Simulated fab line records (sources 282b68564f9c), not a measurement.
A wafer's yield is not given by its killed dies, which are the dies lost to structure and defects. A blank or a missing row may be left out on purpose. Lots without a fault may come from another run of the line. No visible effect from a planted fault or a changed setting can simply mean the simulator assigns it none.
fab line records | flow rit-cmos
record lots=5 wafers=15 last-day=7
route steps=202 shown ACTIVE@6 FOX1@20 FOX2@23 NWELL@28 PWELL@39 M1@202
lots that met no fault: taken from a fault-free run of the same line
start-h: hours from the record's opening day to when the first of the lot's shown wafers began | wait-h: how many hours have passed since the lot's step before this one | " unchanged from the row above | L1.1+2: several wafers, shown together as one row | - no value, or no start was given | * or withheld: withheld | < > ~ a bound
route shown NAME@n: names a module that has steps shown in the file, with the first one's number in the route | usual: mean and standard deviation over wafers with no fault | same: alike in all rows | chamber/n: place in a boat | sites: the reading at each site | _std_site: standard deviation of those values | _edge_site: outer sites' mean less inner sites' | radius-mm: for every site, how far away it sits from the centre of the wafer | mask NAME#n: copy n | behind: the last tool/chamber to shape the wafer | hold: cause of the lot's hold/its duration in hours/its outcome | device: which transistor (n, p or np) failed to switch | end of line: at the end of the route, the tests of the same wafers | a step without rows: its recipe alone | killed: at the first sort, the dies lost to defects and structure; wafer yield is something else | map: shows each die of a wafer: x if killed, . if not, _ if none is there
set.NAME: setting as actually run; set.NAME@STEP: the setting as run at that earlier step | model.NAME: the simulator's own value behind a step, which no gauge read
a table for each step, a row for each wafer; lots at some steps of the route
services: from which hour (start-h, from the record's first day; less than 0 if before it) a tool's chamber was out of use, for how many hours, and why
## steps
# step RIT_ACTIVE_HMDS_05
# recipe prime-time-s=60 prime-temp-c=140
# step RIT_ACTIVE_COAT_06
# recipe resist=NOVOLAK spin-rpm=3250 resist-thk-nm=1000
# step RIT_ACTIVE_SOFTBAKE_07
# recipe resist=NOVOLAK temp-c=90 time-s=60
# step RIT_ACTIVE_EXPOSE_08
# recipe mask-id=M1 na=0.6 source-shape=conventional sigma-outer=0.6 target-cd-nm=1400 dose-mj=225
# step RIT_ACTIVE_PEB_09
# recipe resist=NOVOLAK temp-c=withheld time-s=withheld
# step RIT_ACTIVE_DEVELOP_10
# recipe resist=NOVOLAK develop-time-s=50 dev-temp-c=23
# step RIT_ACTIVE_CD_MEAS_11
# recipe target-cd-nm=1400
# usual cd-nm=1400.9/1.7
# columns lot.wafer tool chamber start-h wait-h cd-nm
L331.1 cd-sem-02 - 29.44 - 1397.3
L331.4 " - " " 1397.1
L331.6 " - " " 1396.5
L334.1 cd-sem-01 - 44.56 - 1400.3
L334.5 " - " " 1401.8
L334.6 " - " " 1401.7
L335.2 cd-sem-02 - 49.65 - 1399.8
L335.4 " - " " 1404.0
L335.5 " - " " 1400.8
L343.1 cd-sem-02 - 89.56 - 1401.0
L343.4 " - " " 1400.4
L343.6 " - " " 1398.5
L348.2 cd-sem-02 - 115.38 - 1399.2
L348.5 " - " " 1402.4
L348.6 " - " " 1400.2
# step RIT_ACTIVE_HARDBAKE_12
# recipe resist=NOVOLAK temp-c=140 time-s=60
# step RIT_ACTIVE_ETCH_13
# recipe stop-on=SiO2 chemistry=SF6 target=Si3N4 time-s=210 over-etch-frac=0.4 SF6_flow_sccm=200 pressure-mtorr=260 rf-w=125 target-depth-a=2100
# usual drypump-motor-current-A=5.8/0.43 oes-product-au=0.822/0.012 throttle-valve-pct=7.47/0.11
# columns lot.wafer tool chamber start-h wait-h drypump-motor-current-A oes-product-au rf-hours-counter-h throttle-valve-pct
L331.1 rie-diel-01 1 29.71 0.1 5.3 0.811 146 7.57
L331.4 " 3 " " 5.8 0.804 131 7.33
L331.6 " 2 " " 5.7 0.837 - 7.38
L334.1 rie-diel-01 2 44.83 0.1 5.7 0.844 96 7.40
L334.5 " 1 " " 5.3 0.829 - 7.59
L334.6 " 2 " " 5.7 0.855 - 7.39
L335.2 rie-diel-02 0 49.90 0.1 6.7 0.809 64 7.32
L335.4 " 3 " " 6.5 0.845 151 7.65
L335.5 " 3 " " 6.5 0.844 - 7.68
L343.1 rie-diel-04 1 89.83 0.1 5.5 0.815 33 7.51
L343.4 " 0 " " 5.7 0.808 131 7.35
L343.6 " 0 " " 5.7 0.821 - 7.34
L348.2 rie-diel-04 3 115.63 0.1 6.0 0.825 4 7.51
L348.5 " 3 " " 6.0 0.822 - 7.51
L348.6 " 1 " " 5.5 0.820 - 7.51
# step RIT_ACTIVE_STRIP_14
# recipe chemistry=O2 time-s=180 resist=NOVOLAK platen-temp-c=withheld power-w=500 pressure-mtorr=4000 o2-flow-sccm=4000
# usual drypump-motor-current-A=5.8/0.54 rf-refl-power-W=6.0/1.3
# columns lot.wafer tool chamber start-h wait-h drypump-motor-current-A rf-hours-counter-h rf-refl-power-W
L331.1 plasma-asher-04 1 29.84 0.1 6.4 39 6.7
L331.4 " 0 " " 5.8 - 4.5
L331.6 " 1 " " 6.5 - 6.4
L334.1 plasma-asher-01 0 44.97 0.1 5.2 40 4.5
L334.5 " 0 " " 5.2 - 4.5
L334.6 " 1 " " 5.9 - 7.2
L335.2 plasma-asher-01 1 50.03 0.1 5.9 40 7.2
L335.4 " 1 " " 5.9 - 7.3
L335.5 " 0 " " 5.2 - 4.5
L343.1 plasma-asher-04 0 89.97 0.1 5.8 47 4.7
L343.4 " 1 " " 6.5 - 6.4
L343.6 " 0 " " 5.8 - 4.4
L348.2 plasma-asher-01 1 115.77 0.1 5.9 49 7.2
L348.5 " 0 " " 5.2 - 4.4
L348.6 " 1 " " 5.9 - 6.9
# step RIT_ACTIVE_CD_MEAS_90
# recipe target-cd-nm=1400
# usual cd-nm=1400.9/1.8
# columns lot.wafer tool chamber start-h wait-h cd-nm
L331.1 cd-sem-01 - 30.02 0.1 1397.2
L331.4 " - " " 1397.5
L331.6 " - " " 1396.7
L334.1 cd-sem-02 - 45.14 0.1 1400.5
L334.5 " - " " 1402.0
L334.6 " - " " 1401.6
L335.2 cd-sem-01 - 50.23 0.1 1400.1
L335.4 " - " " 1404.7
L335.5 " - " " 1401.0
L343.1 cd-sem-02 - 90.14 0.1 1401.0
L343.4 " - " " 1399.5
L343.6 " - " " 1398.3
L348.2 cd-sem-01 - 115.96 0.1 1398.8
L348.5 " - " " 1401.5
L348.6 " - " " 1400.2
# step RIT_ACTIVE_CLEAN_15
# recipe chemistry=SC1 mix=3:3:50 time-s=600 temp-c=75
# step RIT_ACTIVE_CLEAN_16
# recipe chemistry=dHF dilution=50:1 time-s=30
# columns lot.wafer tool chamber start-h wait-h
L331.1+4+6 wet-bench-03 0 30.31 0.0
L334.1+5+6 wet-bench-01 0 45.44 0.0
L335.2+4+5 wet-bench-03 3 50.50 0.0
L343.1+4+6 wet-bench-01 0 90.44 0.0
L348.2+5+6 wet-bench-04 1 116.27 0.0
# step RIT_ACTIVE_CLEAN_17
# recipe chemistry=SC2 mix=3:3:50 time-s=600 temp-c=75 dry=n2-spin
# step RIT_FOX1_OXIDATION_00
# recipe temp-c=1100 ambient=H2O target-thk-a=3507 p-h2o-torr=720 ox-time-s=1130
# step RIT_FOX1_THK_MEAS_01
# recipe reads=SiO2_of_FOX1_OXIDATION_00
# usual FOX1_OXIDE_THK=352/7.4
# columns lot.wafer tool chamber start-h wait-h FOX1_OXIDE_THK[nm]
L331.1 film-metro-03 - 33.22 0.0 359
L331.4 " - " " 355
L331.6 " - " " 355
L334.1 film-metro-04 - 46.94 0.0 353
L334.5 " - " " 349
L334.6 " - " " 355
L335.2 film-metro-04 - 52.30 0.0 364
L335.4 " - " " 356
L335.5 " - " " 364
L343.1 film-metro-01 - 92.38 0.0 356
L343.4 " - " " 358
L343.6 " - " " 354
L348.2 film-metro-03 - 117.82 0.0 358
L348.5 " - " " 358
L348.6 " - " " 359
# step RIT_FOX1_WET_ETCH_02
# recipe chemistry=BOE target-depth-nm=350 time-s=390 temp-c=21.5 dry=n2-spin dilution=10:1 target=SiO2
# step RIT_FOX2_OXIDATION_00
# recipe temp-c=1100 ambient=H2O target-thk-a=3507 p-h2o-torr=720 ox-time-s=1130
# step RIT_FOX2_THK_MEAS_01
# recipe reads=SiO2_of_FOX2_OXIDATION_00
# usual FOX2_OXIDE_THK=352/5.7
# columns lot.wafer tool chamber start-h wait-h FOX2_OXIDE_THK[nm]
L331.1 film-metro-01 - 34.71 0.0 353
L331.4 " - " " 356
L331.6 " - " " 356
L334.1 film-metro-01 - 48.43 0.0 345
L334.5 " - " " 344
L334.6 " - " " 349
L335.2 film-metro-01 - 53.79 0.0 357
L335.4 " - " " 355
L335.5 " - " " 362
L343.1 film-metro-03 - 93.87 0.0 352
L343.4 " - " " 344
L343.6 " - " " 356
L348.2 film-metro-03 - 119.31 0.0 360
L348.5 " - " " 361
L348.6 " - " " 359
# step RIT_FOX2_CLEAN_02
# recipe chemistry=dHF dilution=50:1 time-s=180
# step RIT_FOX2_WET_ETCH_03
# recipe chemistry=H3PO4 target=Si3N4 target-depth-nm=195 temp-c=165 time-s=2700
# step RIT_FOX2_THK_MEAS_90
# recipe reads=SiO2_of_FOX2_OXIDATION_00
# usual FIELD_OXIDE_LEFT_1_THK=325/5.7
# columns lot.wafer tool chamber start-h wait-h FIELD_OXIDE_LEFT_1_THK[nm]
L331.1 film-metro-03 - 35.58 0.0 326
L331.4 " - " " 329
L331.6 " - " " 329
L334.1 film-metro-03 - 49.31 0.0 317
L334.5 " - " " 316
L334.6 " - " " 321
L335.2 film-metro-02 - 54.66 0.0 330
L335.4 " - " " 328
L335.5 " - " " 334
L343.1 film-metro-01 - 94.74 0.0 325
L343.4 " - " " 317
L343.6 " - " " 329
L348.2 film-metro-03 - 120.34 0.0 333
L348.5 " - " " 334
L348.6 " - " " 332
# step RIT_NWELL_HMDS_00
# recipe prime-time-s=60 prime-temp-c=140
# step RIT_NWELL_COAT_01
# recipe resist=NOVOLAK spin-rpm=2000 resist-thk-nm=1300
# step RIT_NWELL_SOFTBAKE_02
# recipe resist=NOVOLAK temp-c=90 time-s=60
# step RIT_NWELL_EXPOSE_03
# recipe mask-id=M2 na=0.57 target-cd-nm=43900 dose-mj=250
# step RIT_NWELL_PEB_04
# recipe resist=NOVOLAK temp-c=withheld time-s=withheld
# step RIT_NWELL_DEVELOP_05
# recipe resist=NOVOLAK develop-time-s=68 dev-temp-c=23
# step RIT_NWELL_OVL_MEAS_06
# usual NWELL_OVL=1.1/1.3
# columns lot.wafer tool chamber start-h wait-h NWELL_OVL[nm]
L331.1 overlay-02 - 36.65 - 1.5
L331.4 " - " " 1.3
L331.6 " - " " 1.2
L334.1 overlay-02 - 50.25 - 2.9
L334.5 " - " " 4.3
L334.6 " - " " 2.6
L335.2 overlay-01 - 55.72 - 2.0
L335.4 " - " " 1.1
L335.5 " - " " 2.4
L343.1 overlay-01 - 95.81 - 0.0
L343.4 " - " " 2.2
L343.6 " - " " 0.6
L348.2 overlay-02 - 121.40 - 0.3
L348.5 " - " " 0.1
L348.6 " - " " 0.8
# step RIT_NWELL_HARDBAKE_07
# recipe resist=NOVOLAK temp-c=140 time-s=120
# step RIT_NWELL_IMPLANT_08
# recipe species=P energy-kev=170 dose-cm2=5e+13 tilt-deg=7
# step RIT_NWELL_STRIP_09
# recipe chemistry=O2 time-s=180 resist=NOVOLAK platen-temp-c=withheld power-w=500 pressure-mtorr=4000 o2-flow-sccm=4000
# usual drypump-motor-current-A=5.8/0.6 rf-refl-power-W=6.1/1.6
# columns lot.wafer tool chamber start-h wait-h drypump-motor-current-A rf-hours-counter-h rf-refl-power-W
L331.1 plasma-asher-04 1 37.08 0.1 6.5 40 6.7
L331.4 " 1 " " 6.5 - 6.4
L331.6 " 0 " " 5.8 - 4.7
L334.1 plasma-asher-02 1 50.69 0.1 4.9 41 6.6
L334.5 " 1 " " 4.9 - 6.4
L334.6 " 0 " " 6.2 - 8.3
L335.2 plasma-asher-04 0 56.15 0.1 5.8 42 4.4
L335.4 " 1 " " 6.5 - 6.0
L335.5 " 1 " " 6.5 - 6.4
L343.1 plasma-asher-04 0 96.36 0.1 5.8 47 4.6
L343.4 " 1 " " 6.5 - 6.4
L343.6 " 1 " " 6.4 - 6.8
L348.2 plasma-asher-03 1 121.83 0.1 6.1 32 4.0
L348.5 " 0 " " 4.9 - 7.6
L348.6 " 1 " " 6.1 - 3.9
# step RIT_NWELL_TW_MEAS_10
# usual NWELL_TW=2130/18
# columns lot.wafer tool chamber start-h wait-h NWELL_TW
L331.1 film-metro-02 - 37.26 0.1 2124
L331.4 " - " " 2107
L331.6 " - " " 2102
L334.1 film-metro-02 - 50.86 0.1 2129
L334.5 " - " " 2111
L334.6 " - " " 2105
L335.2 film-metro-01 - 56.34 0.1 2166
L335.4 " - " " 2154
L335.5 " - " " 2161
L343.1 film-metro-01 - 96.54 0.1 2152
L343.4 " - " " 2159
L343.6 " - " " 2151
L348.2 film-metro-04 - 122.01 0.1 2138
L348.5 " - " " 2136
L348.6 " - " " 2128
# step RIT_PWELL_HMDS_00
# recipe prime-time-s=60 prime-temp-c=140
# step RIT_PWELL_COAT_01
# recipe resist=NOVOLAK spin-rpm=2000 resist-thk-nm=1300
# step RIT_PWELL_SOFTBAKE_02
# recipe resist=NOVOLAK temp-c=90 time-s=60
# step RIT_PWELL_EXPOSE_03
# recipe mask-id=M3 na=0.57 target-cd-nm=43700 dose-mj=250
# step RIT_PWELL_PEB_04
# recipe resist=NOVOLAK temp-c=withheld time-s=withheld
# step RIT_PWELL_DEVELOP_05
# recipe resist=NOVOLAK develop-time-s=68 dev-temp-c=23
# step RIT_PWELL_OVL_MEAS_06
# usual PWELL_OVL=-0.2/1.3
# columns lot.wafer tool chamber start-h wait-h PWELL_OVL[nm]
L331.1 overlay-01 - 38.20 - 1.8
L331.4 " - " " -0.2
L331.6 " - " " 0.9
L334.1 overlay-02 - 51.93 - 1.3
L334.5 " - " " -0.4
L334.6 " - " " 1.3
L335.2 overlay-02 - 57.40 - -2.7
L335.4 " - " " -1.4
L335.5 " - " " 0.8
L343.1 overlay-01 - 97.48 - -1.1
L343.4 " - " " 1.2
L343.6 " - " " -0.2
L348.2 overlay-01 - 123.03 - -1.2
L348.5 " - " " 2.5
L348.6 " - " " 0.9
# step RIT_PWELL_HARDBAKE_07
# recipe resist=NOVOLAK temp-c=140 time-s=120
# step RIT_PWELL_IMPLANT_08
# recipe species=B energy-kev=170 dose-cm2=7e+13 tilt-deg=7
# step RIT_M1_PROBE_99
# usual killed_at_M0_to_M3=0.0/0.16 killed-at-contacts=0.1/0.3 killed-at-front-end=7.1/3 killed-dies=7.3/3 killed-open=3.6/2 killed-short=3.5/1.9
# same gross-dies=264 killed_at_M4_up=0 killed-at-back-side=0 killed-at-other=0
# columns lot.wafer tool chamber start-h wait-h killed_at_M0_to_M3 killed-at-contacts killed-at-front-end killed-dies killed-open killed-short
L331.1 prober-02 - 74.46 0.1 0 0 8 8 2 6
L331.4 prober-02 - 74.61 0.2 0 0 9 9 6 3
L331.6 prober-02 - 74.71 0.2 1 0 6 7 2 4
L334.1 prober-01 - 86.02 0.1 0 1 7 8 4 4
L334.5 prober-01 - 86.22 0.2 0 1 8 9 4 5
L334.6 prober-01 - 86.27 0.2 0 0 3 3 1 2
L335.2 prober-02 - 92.64 0.1 0 0 50 50 6 3
L335.4 prober-02 - 92.74 0.2 0 0 45 45 3 2
L335.5 prober-02 - 92.79 0.2 0 0 53 53 6 4
L343.1 prober-02 - 134.51 0.1 0 0 5 5 2 3
L343.4 prober-02 - 134.66 0.2 1 0 5 6 1 5
L343.6 prober-02 - 134.76 0.2 0 0 6 6 4 2
L348.2 prober-01 - 157.76 0.1 0 0 8 8 5 3
L348.5 prober-01 - 157.91 0.2 0 0 8 8 4 4
L348.6 prober-01 - 157.96 0.2 0 0 8 8 2 6
# killed by level:class
L331.1 REOX:geometric-particle:short=3 FOX1:geometric-particle:short=1 GATE:geometric-particle:open=1 GATE:geometric-particle:short=1 SPACER:geometric-particle:open=1 SPACER:geometric-particle:short=1
L331.4 GATE:geometric-particle:open=3 REOX:geometric-particle:short=2 FOX1:geometric-particle:open=1 GATE:geometric-particle:short=1 REOX:geometric-particle:open=1 SPACER:geometric-particle:open=1
L331.6 GATE:geometric-particle:short=2 FOX1:geometric-particle:open=1 FOX2:geometric-particle:short=1 GATE:geometric-particle:open=1 REOX:geometric-particle:short=1 M1:coat-microbubble-printed=1
L334.1 FOX2:geometric-particle:open=2 FOX1:geometric-particle:short=1 GATE:geometric-particle:open=1 GATE:geometric-particle:short=1 REOX:geometric-particle:short=1 SILICIDE:geometric-particle:open=1 CONTACT:geometric-particle:short=1
L334.5 REOX:geometric-particle:short=2 FOX1:geometric-particle:short=1 FOX1:geometric-particle:open=1 FOX2:geometric-particle:short=1 GATE:geometric-particle:short=1 GATE:geometric-particle:open=1 REOX:geometric-particle:open=1 CONTACT:geometric-particle:open=1
L334.6 FOX1:geometric-particle:short=1 REOX:geometric-particle:short=1 REOX:geometric-particle:open=1
L335.2 ACTIVE:unspecified=41 REOX:geometric-particle:open=4 FOX2:geometric-particle:open=1 GATE:geometric-particle:short=1 REOX:geometric-particle:short=1 SILICIDE:geometric-particle:short=1 SILICIDE:geometric-particle:open=1
L335.4 ACTIVE:unspecified=39 FOX2:geometric-particle:short=1 GATE:geometric-particle:open=1 REOX:geometric-particle:open=1 SPACER:geometric-particle:short=1 SPACER:geometric-particle:open=1 GATE:coat-microbubble-printed=1
L335.5 ACTIVE:unspecified=42 GATE:geometric-particle:short=2 GATE:geometric-particle:open=2 SPACER:geometric-particle:open=2 FOX1:geometric-particle:open=1 REOX:geometric-particle:short=1 REOX:geometric-particle:open=1 SILICIDE:geometric-particle:short=1
L343.1 GATE:geometric-particle:open=2 FOX1:geometric-particle:short=1 SPACER:geometric-particle:short=1 SILICIDE:geometric-particle:short=1
L343.4 GATE:geometric-particle:short=2 SPACER:geometric-particle:short=2 FOX1:geometric-particle:short=1 M1:geometric-particle:open=1
L343.6 GATE:geometric-particle:open=3 SILICIDE:geometric-particle:short=2 FOX1:geometric-particle:open=1
L348.2 FOX1:geometric-particle:short=2 FOX2:geometric-particle:open=2 FOX1:geometric-particle:open=1 REOX:geometric-particle:open=1 REOX:geometric-particle:short=1 SILICIDE:geometric-particle:open=1
L348.5 FOX1:geometric-particle:short=2 FOX2:geometric-particle:open=1 GATE:geometric-particle:short=1 GATE:geometric-particle:open=1 REOX:geometric-particle:open=1 SPACER:geometric-particle:open=1 SPACER:geometric-particle:short=1
L348.6 REOX:geometric-particle:short=4 FOX1:geometric-particle:short=1 FOX1:geometric-particle:open=1 GATE:geometric-particle:short=1 REOX:geometric-particle:open=1
# map L335.5 (x killed, . not)
________......._______
_____..x.....x.x..____
____...............___
___.................__
__.....x...x........._
__....xxxxx.........._
_....xxxxxxxxx.x......
_.....xxxxxxx.........
_....xxxxxxxx...x..x..
_....x.xxxxxx.........
__x...xxxxx.........._
__.....x.x..........._
___.....x...........__
____...............___
_____.............____
________......._______
# map L331.4 (x killed, . not)
________......._______
_____.............____
____.....x.........___
___.................__
__..................._
__..................._
_....x..........x.....
_.........x.........x.
_................x....
_x....................
__.........x........._
__..................._
___.................__
____.......x.......___
_____.............____
________......._______
## services
# columns tool chamber start-h hours kind
rie-diel-02 1 21.44 2.9 repair
plasma-asher-03 - 44.61 4.5 repair
rie-diel-01 3 45.19 7.3 repair
rie-diel-04 - 48.42 15.2 repair
rie-diel-01 2 58.00 3.0 repair
rie-diel-04 0 83.70 4.1 repair
rie-diel-02 2 95.63 - clean
rie-diel-02 2 95.63 36.7 scheduled-down
rie-diel-02 2 95.63 36.7 vent-cycle
rie-diel-04 2 104.53 - clean
rie-diel-04 2 104.53 24.1 scheduled-down
rie-diel-04 2 104.53 24.1 vent-cycle
plasma-asher-02 - 108.75 9.0 pm
plasma-asher-02 0 108.75 9.0 vent-cycle
plasma-asher-02 1 108.75 9.0 vent-cycle
plasma-asher-03 - 110.13 0.6 repair
rie-diel-02 1 115.91 2.9 repair
plasma-asher-02 0 117.75 - clean
plasma-asher-02 1 117.75 - clean
plasma-asher-02 - 120.17 14.6 pm
## key
first-sign step=RIT_M1_PROBE_99 reading=killed-at-front-end direction=up sigmas=14 usual=7.1 struck=49.3
effect step=RIT_M1_PROBE_99 reading=killed-dies direction=up sigmas=14 usual=7.3 struck=49.3
met-at RIT_ACTIVE_CLEAN_16
struck-wafers L335.2,L335.4,L335.5
tester-left-out L335
also-fits RIT_ACTIVE_ETCH_13:rie-diel-02
fault kind=chamber-particle-source tool=wet-bench-03 chamber=3 onset-h=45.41 steps=RIT_ACTIVE_CLEAN_16 rate-per-visit-cm2=2.1267 end-h=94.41
# tester-left-out: of these lots the tester's yield and bins aren't shown, on N5 and GAA mostly nor the transistor test; their killed dies are dies lost to structure and defects alone, not to doping, threshold or leakage, so they don't give the yield
